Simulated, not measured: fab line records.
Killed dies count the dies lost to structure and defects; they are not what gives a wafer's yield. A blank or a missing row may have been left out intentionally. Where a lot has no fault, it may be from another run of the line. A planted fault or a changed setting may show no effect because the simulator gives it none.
Matching of chambers :: flow berkeley-cmos170 :: UCB170_V1_ETCH_14 on rie-diel-01: 4 sister chambers
The step etches SiO2 in CHF3/CF4/Ar, stops on Al, target depth 1250 nm, time 291 s. 4 wafers are shown with their chamber, then 7 later ones without.

== WAFERS WITH THEIR CHAMBER ==
wafer: L082.2
chamber: 0
drypump-motor-current-A (A): 6.0

wafer: L086.1
chamber: 1
drypump-motor-current-A (A): 5.2

wafer: L088.2
chamber: 2
drypump-motor-current-A (A): 4.9

wafer: L088.4
chamber: 3
drypump-motor-current-A (A): 5.7

== WAFERS MISSING THEIR CHAMBER ==
wafer: L088.5
drypump-motor-current-A (A): 6.0

wafer: L095.2
drypump-motor-current-A (A): 6.0

wafer: L095.5
drypump-motor-current-A (A): 6.1

wafer: L095.6
drypump-motor-current-A (A): 5.2

wafer: L096.3
drypump-motor-current-A (A): 6.0

wafer: L096.5
drypump-motor-current-A (A): 5.2

wafer: L096.6
drypump-motor-current-A (A): 4.9

== EACH ONE'S CHAMBER ==
wafer: L088.5
from the rows above: 0
in truth: 0

wafer: L095.2
from the rows above: 0
in truth: 0

wafer: L095.5
from the rows above: 0
in truth: 0

wafer: L095.6
from the rows above: 1
in truth: 1

wafer: L096.3
from the rows above: 0
in truth: 0

wafer: L096.5
from the rows above: 1
in truth: 1

wafer: L096.6
from the rows above: 2
in truth: 2
Correct placement for 7 of the 7. Number that these rows cannot place: 0. Wrongly placed: 0.
How it was worked out, from the rows above alone: a wafer's distance from a chamber is the root of the sum, over the readings, of the square of ((its reading less the chamber's mean) divided by the reading's scatter). The wafer belongs to the nearest chamber; if the next one is less than 2 further off, it can't be placed. The mean given for a chamber averages the wafers shown for that chamber. The scatter (one wafer shown for each chamber): square how far every hidden wafer sits from the nearest shown wafer, average those squares and take the square root.
